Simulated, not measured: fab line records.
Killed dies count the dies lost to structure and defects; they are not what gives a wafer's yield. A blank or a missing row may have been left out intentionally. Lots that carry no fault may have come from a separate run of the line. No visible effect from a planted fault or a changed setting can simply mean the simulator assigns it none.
Split-lot study -- flow ritCmos -- route with 202 steps; 5 lots, 23 wafers read

== THE SPLIT ITSELF ==
At RIT_PLDD_IMPLANT_08, the setting energyKev was moved away from the recipe's 20 on 11 of the 23 wafers read, by -4.4% to +5.0%. All remaining wafers had this setting at the recipe value.

The reading comes from the split's own step.

== THE READING ==
In nm, at RIT_PLDD_IMPLANT_08: implant.drpNm, which is the simulator's own figure and was read by no gauge. The file does not state a usual value for it.

wafer,"tool, chamber at the split",energyKev as run,against the recipe,"implant.drpNm, nm",against lot-mates on the recipe
L077.1,"implanter-02, 0",20,recipe,9.752,-
L077.4,"implanter-02, 0",20,recipe,9.752,-
L077.6,"implanter-02, 0",20,recipe,9.752,-
L078.2,"implanter-01, 0",19.37,-3.1%,9.535,-0.217
L078.3,"implanter-01, 0",19.37,-3.1%,9.535,-0.217
L078.4,"implanter-01, 0",19.37,-3.1%,9.535,-0.217
L078.5,"implanter-01, 0",20,recipe,9.752,-
L078.6,"implanter-01, 0",20,recipe,9.752,-
L080.2,"implanter-03, 0",19.11,-4.4%,9.445,-0.307
L080.5,"implanter-03, 0",19.11,-4.4%,9.445,-0.307
L080.6,"implanter-03, 0",19.11,-4.4%,9.445,-0.307
L080.3,"implanter-03, 0",20,recipe,9.752,-
L080.4,"implanter-03, 0",20,recipe,9.752,-
L081.1,"implanter-01, 0",20.33,+1.6%,9.864,+0.112
L081.5,"implanter-01, 0",20.33,+1.6%,9.864,+0.112
L081.2,"implanter-01, 0",20,recipe,9.752,-
L081.3,"implanter-01, 0",20,recipe,9.752,-
L081.4,"implanter-01, 0",20,recipe,9.752,-
L083.1,"implanter-02, 0",20,recipe,9.752,-
L083.5,"implanter-02, 0",20,recipe,9.752,-
L083.2,"implanter-02, 0",21.01,+5.0%,10.09,+0.338
L083.3,"implanter-02, 0",21.01,+5.0%,10.09,+0.338
L083.4,"implanter-02, 0",21.01,+5.0%,10.09,+0.338

THE FIT
A straight line over all 23 wafers: implant.drpNm changes by +0.068 nm for each +1% of energyKev; r = +1.00; the points scatter about the line by 0.0022 nm.
The same after taking each lot's own level away (the mean of its wafers on the recipe; 23 wafers): +0.068 nm for each +1%; r = +1.00; scatter 0.0022 nm.
That fit puts the effect of the largest move of energyKev on the reading at 0.34 nm.
The lots' own levels span 9.7520 to 9.7520 nm.
Consequently the slope shifts little with the lot-to-lot level, the two slopes agreeing.
Check: +0.343 nm against its lot-mates is what the line predicts for one of the wafers moved furthest among these (+5.0%) when that wafer is left out of the fit. Against them it came out at +0.338 nm.

== ADDITIONAL SPLITS CARRIED BY THESE WAFERS ==
These wafers also went through other splits before the reading. Each is held against what the fit with the lots' levels taken away leaves over:
other split on the same wafers,wafers away from the commonest value,r with implant.drpNm (lot level and that fit taken away)
RIT_ACTIVE_CVD_03 sih2cl2FlowSccm,18,+0.30
RIT_NWELL_COAT_01 spinRpm,9,+0.06
RIT_NWELL_IMPLANT_08 doseCm2,6,-0.02
RIT_PWELL_SOFTBAKE_02 tempC,12,+0.12
RIT_PWELL_HARDBAKE_07 tempC,6,-0.28
RIT_PRETRO_HARDBAKE_07 tempC,7,-0.37
RIT_PRETRO_IMPLANT_08 doseCm2,7,-0.25
RIT_GATE_OXIDATION_05 oxTimeS,18,-0.50
RIT_GATE_EXPOSE_13 doseMj,7,-0.01
RIT_GATE_STRIP_20 o2FlowSccm,5,+0.08
RIT_PLDD_COAT_01 resistThkNm,10,+0.22

== THE WHOLE CHAIN: every reading that the file lists as answering this split, in the file's order ==
step,what it does,reading,change (the file's fit),r (the file's)
RIT_PLDD_IMPLANT_08,,"implant.rpNm (the simulator's own value, which no gauge read)",+0.136 nm for each +1% of the setting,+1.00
RIT_PLDD_IMPLANT_08,,"implant.drpNm (the simulator's own value, which no gauge read)",+0.0685 nm for each +1% of the setting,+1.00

== FILE'S OWN FIT ==
implant.drpNm changes by +0.0685 nm for each +1% of energyKev, r = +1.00.
